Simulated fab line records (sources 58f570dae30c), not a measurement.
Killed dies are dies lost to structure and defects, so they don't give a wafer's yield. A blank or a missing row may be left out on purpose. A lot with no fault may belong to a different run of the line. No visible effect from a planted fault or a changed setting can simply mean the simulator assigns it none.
Which tool was responsible? + flow berkeleyCmos170 + 14 lots with 42 wafers sampled at 5 steps, on a route of 331 steps

## WHAT THE GAUGES READ, wafer by wafer
UCB170_CONTACT_CD_MEAS_90: the cd target is 700 nm.
| lot  | measured     | on       | cdNm (nm)         |
|------|--------------|----------|-------------------|
| L198 | day 6 17:06  | cdSem-01 | 700.1 699.2 701.3 |
| L200 | day 7 12:09  | cdSem-01 | 698.8 701.8 702.5 |
| L201 | day 7 13:13  | cdSem-02 | 702.1 698.1 699.7 |
| L199 | day 7 13:29  | cdSem-01 | 700.6 703.2 701.5 |
| L204 | day 7 18:20  | cdSem-02 | 700.6 700.9 702.4 |
| L205 | day 7 20:16  | cdSem-01 | 701.3 700.5 699.4 |
| L203 | day 7 20:34  | cdSem-02 | 698.5 699.0 700.0 |
| L208 | day 8 19:49  | cdSem-01 | 700.9 698.6 697.4 |
| L209 | day 9 09:37  | cdSem-01 | 699.2 700.5 699.6 |
| L210 | day 9 10:36  | cdSem-02 | 699.4 698.8 699.8 |
| L214 | day 9 22:51  | cdSem-02 | 697.3 700.5 697.7 |
| L216 | day 10 16:20 | cdSem-01 | 702.7 701.1 701.2 |
| L217 | day 10 22:59 | cdSem-01 | 698.7 698.9 699.6 |
| L220 | day 11 17:11 | cdSem-02 | 700.8 701.5 703.3 |

UCB170_M1_CD_MEAS_09: the cd target is 700 nm.
| lot  | measured     | on       | cdNm (nm)         |
|------|--------------|----------|-------------------|
| L198 | day 6 18:37  | cdSem-01 | 700.0 700.4 699.9 |
| L200 | day 7 13:32  | cdSem-02 | 701.4 702.3 700.3 |
| L201 | day 7 14:43  | cdSem-02 | 698.7 698.3 698.9 |
| L199 | day 7 14:59  | cdSem-01 | 702.2 700.5 702.7 |
| L204 | day 7 19:50  | cdSem-02 | 701.2 700.0 701.5 |
| L205 | day 7 21:58  | cdSem-02 | 700.6 702.1 701.7 |
| L203 | day 7 22:18  | cdSem-01 | 698.1 697.9 699.3 |
| L208 | day 8 21:22  | cdSem-01 | 698.3 699.4 699.5 |
| L209 | day 9 11:29  | cdSem-02 | 700.4 701.1 701.4 |
| L210 | day 9 12:07  | cdSem-02 | 699.3 699.0 700.1 |
| L214 | day 10 00:14 | cdSem-01 | 698.7 698.3 698.4 |
| L216 | day 10 17:43 | cdSem-02 | 699.4 699.1 699.5 |
| L217 | day 11 00:32 | cdSem-01 | 700.9 699.2 701.4 |
| L220 | day 11 18:34 | cdSem-01 | 700.2 701.2 700.2 |

UCB170_M2_RS_MEAS_02: uses a four-point probe to measure.
| lot  | measured     | on           | M2_AL_RS (ohm/sq)    |
|------|--------------|--------------|----------------------|
| L198 | day 7 00:55  | filmMetro-01 | 0.0324 0.0322 0.0319 |
| L200 | day 7 22:49  | filmMetro-03 | 0.0327 0.0326 0.0325 |
| L201 | day 7 22:07  | filmMetro-01 | 0.0322 0.0321 0.0325 |
| L199 | day 7 23:10  | filmMetro-03 | 0.0323 0.0323 0.0324 |
| L204 | day 8 03:19  | filmMetro-03 | 0.0328 0.0326 0.0327 |
| L205 | day 8 03:40  | filmMetro-02 | - - -                |
| L203 | day 8 03:28  | filmMetro-01 | - - -                |
| L208 | day 9 06:23  | filmMetro-01 | 0.0326 0.0328 0.0329 |
| L209 | day 9 20:11  | filmMetro-02 | 0.0316 0.0321 0.0320 |
| L210 | day 9 20:26  | filmMetro-03 | 0.0322 0.0322 0.0320 |
| L214 | day 10 08:37 | filmMetro-03 | 0.0322 0.0322 0.0323 |
| L216 | day 11 01:05 | filmMetro-03 | 0.0325 0.0326 0.0320 |
| L217 | day 11 08:23 | filmMetro-02 | 0.0312 0.0317 0.0314 |
| L220 | day 12 02:53 | filmMetro-01 | 0.0322 0.0323 0.0320 |

UCB170_M2_THK_MEAS_03: measures by xrf.
| lot  | measured     | on           | M2_AL_THK (nm) |
|------|--------------|--------------|----------------|
| L198 | day 7 01:01  | filmMetro-01 | 881 888 905    |
| L200 | day 7 22:56  | filmMetro-03 | 867 872 872    |
| L201 | day 7 22:14  | filmMetro-01 | 887 889 882    |
| L199 | day 7 23:17  | filmMetro-03 | 874 873 870    |
| L204 | day 8 03:26  | filmMetro-03 | 867 871 869    |
| L205 | day 8 03:47  | filmMetro-02 | <0 <0 <0       |
| L203 | day 8 03:33  | filmMetro-01 | <0 <0 <0       |
| L208 | day 9 06:30  | filmMetro-01 | 880 874 876    |
| L209 | day 9 20:18  | filmMetro-02 | 914 892 891    |
| L210 | day 9 20:34  | filmMetro-03 | 887 880 883    |
| L214 | day 10 08:44 | filmMetro-03 | 880 883 881    |
| L216 | day 11 01:11 | filmMetro-03 | 875 871 891    |
| L217 | day 11 08:31 | filmMetro-02 | 914 908 912    |
| L220 | day 12 03:01 | filmMetro-01 | 891 883 894    |

## TOOL THAT RAN EACH LOT (tool first, then ch and the chambers of the sampled wafers, then the start)
| lot  | UCB170_M2_SPUTTER_01        |
|------|-----------------------------|
| L198 | pvdSputter-01, day 7 00:47  |
| L200 | pvdSputter-01, day 7 22:44  |
| L201 | pvdSputter-02, day 7 22:02  |
| L199 | pvdSputter-03, day 7 23:05  |
| L204 | pvdSputter-01, day 8 03:14  |
| L205 | pvdSputter-02, day 8 03:35  |
| L203 | pvdSputter-03, day 8 03:19  |
| L208 | pvdSputter-01, day 9 06:17  |
| L209 | pvdSputter-02, day 9 20:05  |
| L210 | pvdSputter-03, day 9 20:22  |
| L214 | pvdSputter-03, day 10 08:31 |
| L216 | pvdSputter-02, day 11 00:58 |
| L217 | pvdSputter-03, day 11 08:18 |
| L220 | pvdSputter-03, day 12 02:49 |
- UCB170_M2_SPUTTER_01: material Al, target thk 900 nm, time 120 s.

## AS READ BY THE TOOLS THEMSELVES (means over the sampled wafers that have a number; for cases with no such wafer, the mark the record gives instead)
UCB170_M2_SPUTTER_01.
| lot  | tool          | cathodeDcPowerW (W) | chamberPressurePa (Pa) | throttleValvePct (%) |
|------|---------------|---------------------|------------------------|----------------------|
| L198 | pvdSputter-01 | 6000.6              | 0.5006                 | 28.7                 |
| L200 | pvdSputter-01 | 5999.1              | 0.5001                 | 28.6                 |
| L201 | pvdSputter-02 | 6000.6              | 0.5001                 | 29.3                 |
| L199 | pvdSputter-03 | 5999.8              | 0.4991                 | 29.7                 |
| L204 | pvdSputter-01 | 5999.9              | 0.4988                 | 29.6                 |
| L205 | pvdSputter-02 | -                   | -                      | -                    |
| L203 | pvdSputter-03 | -                   | -                      | -                    |
| L208 | pvdSputter-01 | 5999.3              | 0.5011                 | 29.8                 |
| L209 | pvdSputter-02 | 5999.7              | 0.5000                 | 29.7                 |
| L210 | pvdSputter-03 | 5999.4              | 0.4991                 | 29.1                 |
| L214 | pvdSputter-03 | 5998.9              | 0.5004                 | 28.7                 |
| L216 | pvdSputter-02 | 5999.6              | 0.5002                 | 29.9                 |
| L217 | pvdSputter-03 | 6000.4              | 0.5002                 | 29.9                 |
| L220 | pvdSputter-03 | 6000.5              | 0.5007                 | 29.9                 |

## THE ANSWER, worked out from the rows above alone
Rule: the usual values come from the lots themselves. The widest of any qualifying gaps counts: lots, ordered by their means at a reading, are off when they make up no more than a third of the lots, leave a main group of 4 or more, and stand apart from it by 3 or more times the standard deviation of that group's means. Not used: any main group whose means are identical at the precision the tables above print for the reading. Also off: a lot with no number at a reading for which 4 or more lots have one. Where the step has rows for the other lots, those lots are counted as sound. First the gauges in route order, then the tools' own readings, where a lot's mean is used as printed above. At the first step where some lot is off, the reading lying furthest off is the one used; lots without a number count as furthest.
Off: L205, L203, seen at UCB170_M2_RS_MEAS_02 (M2_AL_RS). Without a number there: L205, L203. The main group has a mean of 0.0323 ohm/sq with a standard deviation of 0.00035.
If a tool, at a process step before that reading, ran all the lots that are off and no sound lot after the first of them, it fits. Not tried: the gauges at UCB170_M2_RS_MEAS_02; whatever is off there is also off at UCB170_M2_SPUTTER_01, on other tools, and gauge error can't account for it. Not one of the candidates tried fits.

## WHAT THE SIMULATOR HAD INSERTED
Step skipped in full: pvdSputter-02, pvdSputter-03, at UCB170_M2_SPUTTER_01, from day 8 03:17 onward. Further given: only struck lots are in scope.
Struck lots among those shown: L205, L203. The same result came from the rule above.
